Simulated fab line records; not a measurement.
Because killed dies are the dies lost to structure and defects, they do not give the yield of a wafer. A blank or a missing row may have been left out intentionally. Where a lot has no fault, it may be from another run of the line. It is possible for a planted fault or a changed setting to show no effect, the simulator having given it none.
fab line records -- flow rit_cmos
record: lots: 7, wafers: 21, last_day: 7
route steps=202 shown SPACER@127 NSD@131 PSD@142 SDANNEAL@153 PLDD@159 M1@202
lots that met no fault: from a run of the same line without faults
start_h: start of the lot's first displayed wafer, in hours after the record's first day -- wait_h: hours since the lot's step before -- " identical to the entry in the row above -- L1.1+2: a single row standing in for several wafers -- - no value, or no start was given -- * or withheld: withheld -- < > ~ a bound
route shown NAME@n: names a module that has steps shown in the file, with the first one's number in the route -- usual: mean/standard deviation taken from wafers without a fault -- same: alike in all rows -- chamber/n: place in a boat -- sites: readings site by site -- _std_site: their standard deviation -- _edge_site: outer sites' mean less inner sites' -- radius_mm: for every site, how far away it sits from the centre of the wafer -- mask NAME#n: copy n -- behind: the last tool/chamber to shape the wafer -- hold: cause of the lot's hold/its duration in hours/its outcome -- device: transistor that didn't switch, given as n, p or np -- end of line: at the end of the route, the tests of the same wafers -- for a step that has no rows: nothing shown but its recipe -- killed: not the wafer's yield, but the dies lost to structure and defects at the first sort -- map: the dies of a wafer, with x for killed, . for not killed, _ for no die there
set.NAME: the setting as run; set.NAME@STEP: as run at that earlier step -- model.NAME: the simulator's own value behind a step, which no gauge read
a table for each step, a row for each wafer; lots at some steps of the route
services: when a tool's chamber went out of use (start_h, in hours from the record's first day, below 0 if earlier), for how many hours, and the reason
== steps ==
step: RIT_SPACER_CLEAN_02
recipe: chemistry: SC2, mix: 3:3:50, time_s: 600, temp_c: 75, dry: n2_spin
step: RIT_SPACER_CVD_03
recipe: material: Si3N4, target_thk_nm: 250, temp_c: 810, precursor: SiH2Cl2/NH3, time_s: 3300, pressure_mtorr: 300, sih2cl2_flow_sccm: 60, nh3_flow_sccm: 150
step: RIT_SPACER_THK_MEAS_04
recipe: reads: Si3N4_of_SPACER_CVD_03
usual: SPACER_NITRIDE_THK: 250.9/2.3
lot.wafer,tool,chamber,start_h,wait_h,SPACER_NITRIDE_THK[nm]
L481.1,film_metro-03,-,75.05,0.0,251.3
L481.3,film_metro-03,-,75.05,0.0,250.7
L481.4,film_metro-03,-,75.05,0.0,252.2
L482.1,film_metro-01,-,84.33,0.0,254.4
L482.3,film_metro-01,-,84.33,0.0,255.2
L482.4,film_metro-01,-,84.33,0.0,254.0
L485.1,film_metro-03,-,93.28,0.0,249.0
L485.3,film_metro-03,-,93.28,0.0,253.0
L485.4,film_metro-03,-,93.28,0.0,250.0
L489.1,film_metro-02,-,115.69,0.0,251.4
L489.3,film_metro-02,-,115.69,0.0,251.5
L489.6,film_metro-02,-,115.69,0.0,252.5
L491.1,film_metro-02,-,127.00,0.0,249.9
L491.2,film_metro-02,-,127.00,0.0,251.3
L491.5,film_metro-02,-,127.00,0.0,250.3
L496.3,film_metro-03,-,150.10,0.0,250.5
L496.5,film_metro-03,-,150.10,0.0,253.0
L496.6,film_metro-03,-,150.10,0.0,252.1
L498.1,film_metro-02,-,158.03,0.0,248.6
L498.4,film_metro-02,-,158.03,0.0,253.4
L498.6,film_metro-02,-,158.03,0.0,250.4
step: RIT_SPACER_ETCHBACK_05
recipe: target_depth_a: 2500, SF6_flow_sccm: 30, CHF3_flow_sccm: 30, target: Si3N4, chemistry: SF6/CHF3, pressure_mtorr: 40, rf_w: 250, time_s: 240, stop_on: SiO2
usual: CHF3_flow_sccm: 29.99/0.093, drypump_motor_current_A: 5.7/0.43, oes_product_au: 0.838/0.015, throttle_valve_pct: 10.29/0.16
lot.wafer,tool,chamber,start_h,wait_h,CHF3_flow_sccm,drypump_motor_current_A,oes_product_au,rf_hours_counter_h,throttle_valve_pct
L481.1,rie_diel-03,2,75.11,0.1,29.96,6.4,0.829,39,9.97
L481.3,rie_diel-03,3,75.11,0.1,30.00,6.3,0.836,30,10.39
L481.4,rie_diel-03,0,75.11,0.1,29.95,6.0,0.845,134,10.41
L482.1,rie_diel-03,3,84.39,0.1,30.05,6.3,0.838,30,10.40
L482.3,rie_diel-03,2,84.39,0.1,30.14,6.4,0.845,39,9.99
L482.4,rie_diel-03,0,84.39,0.1,30.04,6.0,0.855,134,10.41
L485.1,rie_diel-04,3,93.34,0.1,29.87,5.4,0.841,19,10.34
L485.3,rie_diel-04,1,93.34,0.1,30.13,5.6,0.851,89,10.29
L485.4,rie_diel-04,0,93.34,0.1,29.93,5.8,0.830,5,10.44
L489.1,rie_diel-03,2,115.75,0.1,29.77,6.4,0.829,39,9.99
L489.3,rie_diel-03,3,115.75,0.1,30.05,6.3,0.835,31,10.37
L489.6,rie_diel-03,0,115.75,0.1,30.03,5.9,0.849,-,10.42
L491.1,rie_diel-01,2,127.06,0.1,30.04,5.9,0.831,153,10.05
L491.2,rie_diel-01,3,127.06,0.1,29.93,5.7,0.830,110,10.41
L491.5,rie_diel-01,2,127.06,0.1,30.01,5.9,0.825,-,10.04
L496.3,rie_diel-01,3,150.22,0.1,29.91,5.7,0.832,-,10.41
L496.5,rie_diel-01,0,150.22,0.1,30.02,4.9,0.829,-,10.51
L496.6,rie_diel-01,3,150.22,0.1,30.13,5.7,0.834,-,10.40
L498.1,rie_diel-04,0,158.09,0.1,30.11,5.9,0.833,7,10.46
L498.4,rie_diel-04,1,158.09,0.1,29.85,5.6,0.842,91,10.30
L498.6,rie_diel-04,2,158.09,0.1,30.02,5.4,0.831,-,10.19
step: RIT_NSD_HMDS_00
recipe: prime_time_s: 60, prime_temp_c: 140
step: RIT_NSD_COAT_01
recipe: resist: NOVOLAK, spin_rpm: 3250, resist_thk_nm: 1000
step: RIT_NSD_SOFTBAKE_02
recipe: resist: NOVOLAK, temp_c: 90, time_s: 60
step: RIT_NSD_EXPOSE_03
recipe: mask_id: M9, na: 0.57, target_cd_nm: 40700, dose_mj: 250
step: RIT_NSD_PEB_04
recipe: resist: NOVOLAK, temp_c: withheld, time_s: withheld
step: RIT_NSD_DEVELOP_05
recipe: resist: NOVOLAK, develop_time_s: 50, dev_temp_c: 23
step: RIT_NSD_OVL_MEAS_06
usual: NSD_OVL: 0.5/1.5
lot.wafer,tool,chamber,start_h,wait_h,NSD_OVL[nm]
L481.1,overlay-01,-,76.23,-,1.4
L481.3,overlay-01,-,76.23,-,0.0
L481.4,overlay-01,-,76.23,-,1.6
L482.1,overlay-02,-,85.52,-,-1.0
L482.3,overlay-02,-,85.52,-,-2.9
L482.4,overlay-02,-,85.52,-,-1.2
L485.1,overlay-02,-,94.46,-,1.2
L485.3,overlay-02,-,94.46,-,1.4
L485.4,overlay-02,-,94.46,-,0.8
L489.1,overlay-01,-,116.75,-,1.2
L489.3,overlay-01,-,116.75,-,-0.1
L489.6,overlay-01,-,116.75,-,1.3
L491.1,overlay-02,-,128.09,-,-0.8
L491.2,overlay-02,-,128.09,-,-0.8
L491.5,overlay-02,-,128.09,-,-1.5
L496.3,overlay-01,-,151.35,-,0.9
L496.5,overlay-01,-,151.35,-,-1.8
L496.6,overlay-01,-,151.35,-,-0.6
L498.1,overlay-02,-,159.27,-,-1.5
L498.4,overlay-02,-,159.27,-,-0.6
L498.6,overlay-02,-,159.27,-,-2.7
step: RIT_NSD_HARDBAKE_07
recipe: resist: NOVOLAK, temp_c: 140, time_s: 60
step: RIT_NSD_IMPLANT_08
recipe: species: P, energy_kev: 25, dose_cm2: 1e+15, tilt_deg: 7
usual: faraday_current_uA: 3134/64
same: implant_ion_amu: 31
lot.wafer,tool,chamber,start_h,wait_h,faraday_current_uA
L481.1,implanter-01,0,76.42,0.1,3109
L481.3,implanter-01,0,76.42,0.1,3151
L481.4,implanter-01,0,76.42,0.1,3169
L482.1,implanter-01,0,85.70,0.1,3106
L482.3,implanter-01,0,85.70,0.1,3198
L482.4,implanter-01,0,85.70,0.1,3127
L482.1,implanter-01,0,86.02,0.3,3118
L482.3,implanter-01,0,86.02,0.3,2992
L482.4,implanter-01,0,86.02,0.3,3079
L485.1,implanter-02,0,94.65,0.1,3146
L485.3,implanter-02,0,94.65,0.1,3140
L485.4,implanter-02,0,94.65,0.1,3063
L485.1,implanter-02,0,94.97,0.3,3264
L485.3,implanter-02,0,94.97,0.3,3089
L485.4,implanter-02,0,94.97,0.3,3192
L489.1,implanter-01,0,116.93,0.1,3172
L489.3,implanter-01,0,116.93,0.1,3094
L489.6,implanter-01,0,116.93,0.1,2974
L491.1,implanter-01,0,128.28,0.1,3069
L491.2,implanter-01,0,128.28,0.1,3042
L491.5,implanter-01,0,128.28,0.1,3086
L491.1,implanter-01,0,128.59,0.3,3215
L491.2,implanter-01,0,128.59,0.3,3160
L491.5,implanter-01,0,128.59,0.3,3119
L496.3,implanter-01,0,151.58,0.1,3073
L496.5,implanter-01,0,151.58,0.1,3159
L496.6,implanter-01,0,151.58,0.1,3187
L498.1,implanter-03,0,159.46,0.1,3209
L498.4,implanter-03,0,159.46,0.1,3118
L498.6,implanter-03,0,159.46,0.1,3199
step: RIT_NSD_STRIP_09
recipe: chemistry: O2, time_s: 180, resist: NOVOLAK, platen_temp_c: withheld, power_w: 500, pressure_mtorr: 4000, o2_flow_sccm: 4000
usual: drypump_motor_current_A: 5.5/0.45
lot.wafer,tool,chamber,start_h,wait_h,drypump_motor_current_A,rf_hours_counter_h
L481.1,plasma_asher-04,1,76.57,0.1,6.7,42
L481.3,plasma_asher-04,0,76.57,0.1,5.4,-
L481.4,plasma_asher-04,1,76.57,0.1,6.7,-
L482.1,plasma_asher-04,1,86.17,0.1,6.6,43
L482.3,plasma_asher-04,1,86.17,0.1,6.7,-
L482.4,plasma_asher-04,0,86.17,0.1,5.4,-
L485.1,plasma_asher-04,0,95.12,0.1,5.4,44
L485.3,plasma_asher-04,1,95.12,0.1,6.6,-
L485.4,plasma_asher-04,0,95.12,0.1,5.4,-
L489.1,plasma_asher-02,0,117.08,0.1,5.4,48
L489.3,plasma_asher-02,1,117.08,0.1,5.1,-
L489.6,plasma_asher-02,0,117.08,0.1,5.4,-
L491.1,plasma_asher-02,0,128.74,0.1,5.4,49
L491.2,plasma_asher-02,1,128.74,0.1,5.1,49
L491.5,plasma_asher-02,1,128.74,0.1,5.1,-
L496.3,plasma_asher-03,0,151.74,0.1,5.3,-
L496.5,plasma_asher-03,0,151.74,0.1,5.4,-
L496.6,plasma_asher-03,1,151.74,0.1,5.5,-
L498.1,plasma_asher-04,0,159.61,0.1,5.4,51
L498.4,plasma_asher-04,0,159.61,0.1,5.4,-
L498.6,plasma_asher-04,0,159.61,0.1,5.4,-
step: RIT_NSD_TW_MEAS_10
usual: NSD_TW: 3099/37
lot.wafer,tool,chamber,start_h,wait_h,NSD_TW
L481.1,film_metro-01,-,76.75,0.1,3112
L481.3,film_metro-01,-,76.75,0.1,3144
L481.4,film_metro-01,-,76.75,0.1,3142
L482.1,film_metro-02,-,86.34,0.1,3494
L482.3,film_metro-02,-,86.34,0.1,3496
L482.4,film_metro-02,-,86.34,0.1,3520
L485.1,film_metro-01,-,95.29,0.1,3554
L485.3,film_metro-01,-,95.29,0.1,3538
L485.4,film_metro-01,-,95.29,0.1,3562
L489.1,film_metro-04,-,117.26,0.1,3047
L489.3,film_metro-04,-,117.26,0.1,3052
L489.6,film_metro-04,-,117.26,0.1,3067
L491.1,film_metro-01,-,128.92,0.1,3540
L491.2,film_metro-01,-,128.92,0.1,3521
L491.5,film_metro-01,-,128.92,0.1,3543
L496.3,film_metro-01,-,151.87,0.1,3118
L496.5,film_metro-01,-,151.87,0.1,3110
L496.6,film_metro-01,-,151.87,0.1,3106
L498.1,film_metro-01,-,159.78,0.1,3112
L498.4,film_metro-01,-,159.78,0.1,3107
L498.6,film_metro-01,-,159.78,0.1,3118
step: RIT_PSD_HMDS_00
recipe: prime_time_s: 60, prime_temp_c: 140
step: RIT_PSD_COAT_01
recipe: resist: NOVOLAK, spin_rpm: 3299, resist_thk_nm: 1000
step: RIT_PSD_SOFTBAKE_02
recipe: resist: NOVOLAK, temp_c: 90, time_s: 60
step: RIT_PSD_EXPOSE_03
recipe: mask_id: M10, na: 0.57, target_cd_nm: 40900, dose_mj: 250
step: RIT_PSD_PEB_04
recipe: resist: NOVOLAK, temp_c: withheld, time_s: withheld
step: RIT_PSD_DEVELOP_05
recipe: resist: NOVOLAK, develop_time_s: 50, dev_temp_c: 23
step: RIT_PSD_OVL_MEAS_06
usual: PSD_OVL: 0.5/1.4
lot.wafer,tool,chamber,start_h,wait_h,PSD_OVL[nm]
L481.1,overlay-02,-,77.78,-,0.7
L481.3,overlay-02,-,77.78,-,0.4
L481.4,overlay-02,-,77.78,-,2.0
L482.1,overlay-02,-,87.25,-,-1.4
L482.3,overlay-02,-,87.25,-,-0.9
L482.4,overlay-02,-,87.25,-,-1.0
L485.1,overlay-01,-,96.49,-,1.3
L485.3,overlay-01,-,96.49,-,1.7
L485.4,overlay-01,-,96.49,-,1.3
L489.1,overlay-02,-,118.45,-,-0.4
L489.3,overlay-02,-,118.45,-,0.5
L489.6,overlay-02,-,118.45,-,0.5
L491.1,overlay-02,-,130.12,-,-1.8
L491.2,overlay-02,-,130.12,-,-0.8
L491.5,overlay-02,-,130.12,-,0.2
L496.3,overlay-02,-,152.90,-,0.4
L496.5,overlay-02,-,152.90,-,0.9
L496.6,overlay-02,-,152.90,-,-1.8
L498.1,overlay-02,-,160.82,-,0.4
L498.4,overlay-02,-,160.82,-,0.0
L498.6,overlay-02,-,160.82,-,0.7
step: RIT_PSD_HARDBAKE_07
recipe: resist: NOVOLAK, temp_c: 140, time_s: 60
step: RIT_PSD_IMPLANT_08
recipe: species: BF2, energy_kev: 27, dose_cm2: 5.122e+15, tilt_deg: 7
step: RIT_PSD_STRIP_09
recipe: chemistry: O2, time_s: 180, resist: NOVOLAK, platen_temp_c: withheld, power_w: 500, pressure_mtorr: 4000, o2_flow_sccm: 4000
usual: drypump_motor_current_A: 5.5/0.58
lot.wafer,tool,chamber,start_h,wait_h,drypump_motor_current_A,rf_hours_counter_h
L481.1,plasma_asher-01,1,78.12,0.1,6.4,30
L481.3,plasma_asher-01,1,78.12,0.1,6.4,-
L481.4,plasma_asher-01,0,78.12,0.1,4.9,-
L482.1,plasma_asher-03,0,87.59,0.1,5.3,44
L482.3,plasma_asher-03,0,87.59,0.1,5.4,-
L482.4,plasma_asher-03,1,87.59,0.1,5.5,-
L485.1,plasma_asher-02,0,96.82,0.1,5.4,45
L485.3,plasma_asher-02,0,96.82,0.1,5.4,-
L485.4,plasma_asher-02,1,96.82,0.1,5.1,-
L489.1,plasma_asher-01,0,118.79,0.1,4.9,35
L489.3,plasma_asher-01,1,118.79,0.1,6.4,-
L489.6,plasma_asher-01,1,118.79,0.1,6.3,-
L491.1,plasma_asher-01,1,130.45,0.1,6.4,36
L491.2,plasma_asher-01,0,130.45,0.1,4.9,36
L491.5,plasma_asher-01,0,130.45,0.1,4.9,-
L496.3,plasma_asher-03,1,153.39,0.1,5.5,-
L496.5,plasma_asher-03,1,153.39,0.1,5.5,-
L496.6,plasma_asher-03,0,153.39,0.1,5.3,-
L498.1,plasma_asher-01,0,161.16,0.1,4.9,39
L498.4,plasma_asher-01,1,161.16,0.1,6.4,-
L498.6,plasma_asher-01,1,161.16,0.1,6.4,-
step: RIT_PSD_TW_MEAS_10
usual: PSD_TW: 3397/46
lot.wafer,tool,chamber,start_h,wait_h,PSD_TW
L481.1,film_metro-04,-,78.29,0.1,3366
L481.3,film_metro-04,-,78.29,0.1,3359
L481.4,film_metro-04,-,78.29,0.1,3363
L482.1,film_metro-02,-,87.77,0.1,3409
L482.3,film_metro-02,-,87.77,0.1,3405
L482.4,film_metro-02,-,87.77,0.1,3415
L485.1,film_metro-02,-,97.00,0.1,3416
L485.3,film_metro-02,-,97.00,0.1,3433
L485.4,film_metro-02,-,97.00,0.1,3423
L489.1,film_metro-04,-,118.96,0.1,3361
L489.3,film_metro-04,-,118.96,0.1,3346
L489.6,film_metro-04,-,118.96,0.1,3356
L491.1,film_metro-04,-,130.63,0.1,3340
L491.2,film_metro-04,-,130.63,0.1,3334
L491.5,film_metro-04,-,130.63,0.1,3346
L496.3,film_metro-04,-,153.53,0.1,3372
L496.5,film_metro-04,-,153.53,0.1,3364
L496.6,film_metro-04,-,153.53,0.1,3354
L498.1,film_metro-04,-,161.33,0.1,3359
L498.4,film_metro-04,-,161.33,0.1,3358
L498.6,film_metro-04,-,161.33,0.1,3345
step: RIT_SDANNEAL_CLEAN_00
recipe: chemistry: SC1, mix: 3:3:50, time_s: 600, temp_c: 75
step: RIT_SDANNEAL_CLEAN_01
recipe: chemistry: dHF, dilution: 50:1, time_s: 30
step: RIT_SDANNEAL_CLEAN_02
recipe: chemistry: SC2, mix: 3:3:50, time_s: 600, temp_c: 75, dry: n2_spin
step: RIT_SDANNEAL_RTA_03
recipe: temp_c: 1050, time_s: 5, idle_temp_c: 600, ramp_up_c_per_s: 342, ramp_down_c_per_s: 171, cool_to_c: 600, ambient: N2
usual: chamber_o2_ppm: 1.999/0.024, wafer_temp_C_max: 1053.3/1.1
lot.wafer,tool,chamber,start_h,wait_h,chamber_o2_ppm,wafer_temp_C_max
L481.1,rtp_anneal-02,0,78.72,0.0,2.011,1052.6
L481.3,rtp_anneal-02,0,78.72,0.0,2.049,1052.4
L481.4,rtp_anneal-02,0,78.72,0.0,2.011,1053.6
L482.1,rtp_anneal-01,0,88.19,0.0,1.995,1055.3
L482.3,rtp_anneal-01,0,88.19,0.0,1.975,1052.9
L482.4,rtp_anneal-01,0,88.19,0.0,2.037,1051.7
L485.1,rtp_anneal-02,0,97.46,0.0,2.040,1053.8
L485.3,rtp_anneal-02,0,97.46,0.0,2.045,1054.2
L485.4,rtp_anneal-02,0,97.46,0.0,2.038,1052.6
L489.1,rtp_anneal-02,0,119.39,0.0,1.920,1055.6
L489.3,rtp_anneal-02,0,119.39,0.0,1.994,1054.1
L489.6,rtp_anneal-02,0,119.39,0.0,1.965,1054.7
L491.1,rtp_anneal-02,0,131.06,0.0,2.003,1053.2
L491.2,rtp_anneal-02,0,131.06,0.0,1.979,1054.1
L491.5,rtp_anneal-02,0,131.06,0.0,2.023,1053.5
L496.3,rtp_anneal-01,0,153.97,0.0,2.014,1052.3
L496.5,rtp_anneal-01,0,153.97,0.0,2.023,1052.7
L496.6,rtp_anneal-01,0,153.97,0.0,1.998,1054.5
L498.1,rtp_anneal-01,0,161.76,0.0,1.980,1052.0
L498.4,rtp_anneal-01,0,161.76,0.0,1.994,1054.0
L498.6,rtp_anneal-01,0,161.76,0.0,1.969,1052.7
step: RIT_SDANNEAL_RS_MEAS_04
recipe: thk_meas_gauge: four-point-probe
usual: PSD_RS: 115.74/0.27
lot.wafer,tool,chamber,start_h,wait_h,PSD_RS[ohm/sq]
L481.1,film_metro-04,-,78.78,0.0,115.88
L481.3,film_metro-04,-,78.78,0.0,115.89
L481.4,film_metro-04,-,78.78,0.0,116.06
L482.1,film_metro-04,-,88.31,0.1,115.64
L482.3,film_metro-04,-,88.31,0.1,115.59
L482.4,film_metro-04,-,88.31,0.1,115.75
L485.1,film_metro-02,-,97.51,0.0,115.44
L485.3,film_metro-02,-,97.51,0.0,115.20
L485.4,film_metro-02,-,97.51,0.0,115.36
L489.1,film_metro-04,-,119.45,0.0,115.93
L489.3,film_metro-04,-,119.45,0.0,115.71
L489.6,film_metro-04,-,119.45,0.0,115.71
L491.1,film_metro-02,-,131.11,0.0,115.31
L491.2,film_metro-02,-,131.11,0.0,115.41
L491.5,film_metro-02,-,131.11,0.0,114.90
L496.3,film_metro-01,-,154.05,0.1,115.74
L496.5,film_metro-01,-,154.05,0.1,116.16
L496.6,film_metro-01,-,154.05,0.1,115.86
L498.1,film_metro-04,-,161.82,0.0,115.48
L498.4,film_metro-04,-,161.82,0.0,115.95
L498.6,film_metro-04,-,161.82,0.0,115.75
step: RIT_SDANNEAL_RS_MEAS_05
recipe: thk_meas_gauge: four-point-probe
usual: NSD_RS: 84.6/0.3
lot.wafer,tool,chamber,start_h,wait_h,NSD_RS[ohm/sq]
L481.1,film_metro-04,-,78.90,0.1,84.5
L481.3,film_metro-04,-,78.90,0.1,84.6
L481.4,film_metro-04,-,78.90,0.1,84.5
L482.1,film_metro-04,-,88.43,0.1,52.2
L482.3,film_metro-04,-,88.43,0.1,52.5
L482.4,film_metro-04,-,88.43,0.1,52.2
L485.1,film_metro-02,-,97.63,0.1,52.3
L485.3,film_metro-02,-,97.63,0.1,52.3
L485.4,film_metro-02,-,97.63,0.1,52.5
L489.1,film_metro-04,-,119.57,0.1,84.7
L489.3,film_metro-04,-,119.57,0.1,84.6
L489.6,film_metro-04,-,119.57,0.1,84.7
L491.1,film_metro-02,-,131.23,0.1,52.2
L491.2,film_metro-02,-,131.23,0.1,52.2
L491.5,film_metro-02,-,131.23,0.1,52.2
L496.3,film_metro-01,-,154.17,0.1,85.0
L496.5,film_metro-01,-,154.17,0.1,84.9
L496.6,film_metro-01,-,154.17,0.1,84.8
L498.1,film_metro-04,-,161.94,0.1,84.5
L498.4,film_metro-04,-,161.94,0.1,84.5
L498.6,film_metro-04,-,161.94,0.1,84.6
step: RIT_SDANNEAL_RS_MEAS_06
recipe: thk_meas_gauge: four-point-probe
usual: PLDD_RS: 177.0/0.4
lot.wafer,tool,chamber,start_h,wait_h,PLDD_RS[ohm/sq]
L481.1,film_metro-04,-,79.02,0.1,176.7
L481.3,film_metro-04,-,79.02,0.1,177.0
L481.4,film_metro-04,-,79.02,0.1,177.1
L482.1,film_metro-04,-,88.55,0.1,176.6
L482.3,film_metro-04,-,88.55,0.1,176.8
L482.4,film_metro-04,-,88.55,0.1,177.3
L485.1,film_metro-02,-,97.75,0.1,176.6
L485.3,film_metro-02,-,97.75,0.1,176.6
L485.4,film_metro-02,-,97.75,0.1,176.0
L489.1,film_metro-04,-,119.69,0.1,177.4
L489.3,film_metro-04,-,119.69,0.1,177.4
L489.6,film_metro-04,-,119.69,0.1,177.6
L491.1,film_metro-02,-,131.35,0.1,176.9
L491.2,film_metro-02,-,131.35,0.1,176.6
L491.5,film_metro-02,-,131.35,0.1,176.4
L496.3,film_metro-01,-,154.29,0.1,177.3
L496.5,film_metro-01,-,154.29,0.1,177.0
L496.6,film_metro-01,-,154.29,0.1,177.0
L498.1,film_metro-04,-,162.06,0.1,177.1
L498.4,film_metro-04,-,162.06,0.1,177.4
L498.6,film_metro-04,-,162.06,0.1,177.2
step: RIT_M1_PROBE_99
usual: killed_at_M0_to_M3: 0.0/0.2, killed_at_front_end: 6/3.1, killed_dies: 6/3.1, killed_open: 2.9/2, killed_short: 3.3/2
same: gross_dies: 264, killed_at_M4_up: 0, killed_at_back_side: 0, killed_at_contacts: 0, killed_at_other: 0
lot.wafer,tool,chamber,start_h,wait_h,killed_at_M0_to_M3,killed_at_front_end,killed_dies,killed_open,killed_short
L481.1,prober-01,-,86.03,0.1,0,5,5,1,4
L481.3,prober-01,-,86.13,0.2,0,8,8,4,4
L481.4,prober-01,-,86.18,0.2,2,2,4,0,2
L482.1,prober-02,-,95.77,0.1,0,6,6,3,3
L482.3,prober-02,-,95.87,0.2,0,6,6,3,3
L482.4,prober-02,-,95.92,0.2,0,5,5,2,3
L485.1,prober-01,-,105.79,0.1,0,9,9,5,4
L485.3,prober-01,-,105.89,0.2,0,6,6,1,5
L485.4,prober-01,-,105.94,0.2,0,5,5,1,4
L489.1,prober-01,-,126.98,0.1,0,3,3,2,1
L489.3,prober-01,-,127.08,0.2,0,6,6,4,2
L489.6,prober-01,-,127.23,0.2,0,3,3,2,1
L491.1,prober-01,-,138.85,0.1,0,4,4,3,1
L491.2,prober-01,-,138.90,0.1,0,8,8,6,2
L491.5,prober-01,-,139.05,0.2,0,3,3,0,3
L496.3,prober-02,-,161.87,0.2,0,11,11,7,4
L496.5,prober-02,-,161.97,0.2,0,9,9,5,4
L496.6,prober-02,-,162.02,0.2,0,9,9,3,6
killed by level:class
L481.1 SPACER:geometric_particle:short=3 GATE:geometric_particle:open=1 GATE:geometric_particle:short=1
L481.3 GATE:geometric_particle:short=4 GATE:geometric_particle:open=3 SPACER:geometric_particle:open=1
L481.4 M1:coat_microbubble_printed=2 GATE:geometric_particle:short=1 SILICIDE:geometric_particle:short=1
L482.1 FOX1:geometric_particle:short=2 GATE:geometric_particle:open=2 GATE:geometric_particle:short=1 SPACER:geometric_particle:open=1
L482.3 REOX:geometric_particle:open=2 FOX1:geometric_particle:short=1 GATE:geometric_particle:short=1 SPACER:geometric_particle:open=1 SILICIDE:geometric_particle:short=1
L482.4 GATE:geometric_particle:open=2 SILICIDE:geometric_particle:short=2 FOX2:geometric_particle:short=1
L485.1 GATE:geometric_particle:short=3 GATE:geometric_particle:open=2 FOX1:geometric_particle:open=1 FOX2:geometric_particle:open=1 REOX:geometric_particle:short=1 SPACER:geometric_particle:open=1
L485.3 SPACER:geometric_particle:short=2 FOX2:geometric_particle:short=1 FOX2:geometric_particle:open=1 GATE:geometric_particle:short=1 REOX:geometric_particle:short=1
L485.4 REOX:geometric_particle:short=2 FOX1:geometric_particle:short=1 GATE:geometric_particle:open=1 SPACER:geometric_particle:short=1
L489.1 FOX1:geometric_particle:short=1 GATE:geometric_particle:open=1 SILICIDE:geometric_particle:open=1
L489.3 SILICIDE:geometric_particle:open=2 GATE:geometric_particle:short=1 GATE:geometric_particle:open=1 REOX:geometric_particle:open=1 SILICIDE:geometric_particle:short=1
L489.6 FOX1:geometric_particle:open=1 GATE:geometric_particle:open=1 REOX:geometric_particle:short=1
L491.1 GATE:geometric_particle:open=2 GATE:geometric_particle:short=1 REOX:geometric_particle:open=1
L491.2 FOX1:geometric_particle:open=2 GATE:geometric_particle:open=2 GATE:geometric_particle:short=2 SILICIDE:geometric_particle:open=2
L491.5 GATE:geometric_particle:short=1 REOX:geometric_particle:short=1 SILICIDE:geometric_particle:short=1
L496.3 FOX1:geometric_particle:open=2 GATE:geometric_particle:open=2 SILICIDE:geometric_particle:open=2 FOX1:geometric_particle:short=1 GATE:geometric_particle:short=1 REOX:geometric_particle:open=1 REOX:geometric_particle:short=1 SILICIDE:geometric_particle:short=1
L496.5 FOX1:geometric_particle:open=2 GATE:geometric_particle:open=2 REOX:geometric_particle:short=2 GATE:geometric_particle:short=1 SPACER:geometric_particle:open=1 SILICIDE:geometric_particle:short=1
L496.6 GATE:geometric_particle:short=3 REOX:geometric_particle:open=2 FOX1:geometric_particle:short=1 GATE:geometric_particle:open=1 SPACER:geometric_particle:short=1 SILICIDE:geometric_particle:short=1
== services ==
tool,chamber,start_h,hours,kind
implanter-03,-,68.10,3.8,repair
plasma_asher-02,-,71.80,14.6,pm
implanter-02,-,82.09,4.3,repair
rie_diel-01,1,86.71,-,clean
rie_diel-01,1,86.71,-,consumable_replace:esc
rie_diel-01,1,86.71,20.6,scheduled_down
rie_diel-01,1,86.71,20.6,vent_cycle
plasma_asher-03,-,88.64,1.2,repair
rie_diel-03,1,107.85,-,clean
rie_diel-03,1,107.85,16.0,scheduled_down
rie_diel-03,1,107.85,16.0,vent_cycle
plasma_asher-03,-,108.75,9.0,pm
plasma_asher-03,0,108.75,9.0,vent_cycle
plasma_asher-03,1,108.75,9.0,vent_cycle
rie_diel-01,2,114.80,1.8,repair
implanter-02,-,116.09,2.6,repair
plasma_asher-03,0,117.75,-,clean
plasma_asher-03,1,117.75,-,clean
implanter-02,-,118.66,6.6,pm
rie_diel-01,2,144.00,-,clean
rie_diel-01,2,144.00,28.4,scheduled_down
implanter-02,-,145.86,2.5,repair
rie_diel-01,1,149.95,4.8,repair
rie_diel-03,2,150.53,4.3,repair
== key ==
first_sign: step: RIT_NSD_IMPLANT_08, reading: visit, direction: added
effect: step: RIT_NSD_TW_MEAS_10, reading: NSD_TW, direction: up, sigmas: 12, usual: 3099, struck: 3530
effect: step: RIT_SDANNEAL_RS_MEAS_05, reading: NSD_RS, direction: down, sigmas: 99+, usual: 84.6, struck: 52.3
met_at RIT_NSD_IMPLANT_08
struck_wafers L482.1,L482.3,L482.4,L485.1,L485.3,L485.4,L491.1,L491.2,L491.5
tester_left_out L482,L485,L491
fault: kind: repeated_step_whole, tool: implanter-01,implanter-02,implanter-03, chamber: -, onset_h: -, steps: RIT_NSD_IMPLANT_08, times: 1, scope: struck_lots_only
tester_left_out: of these lots the tester's yield and bins aren't shown, on N5 and GAA mostly nor the transistor test; their killed dies are dies lost to structure and defects alone, not to doping, threshold or leakage, so they don't give the yield
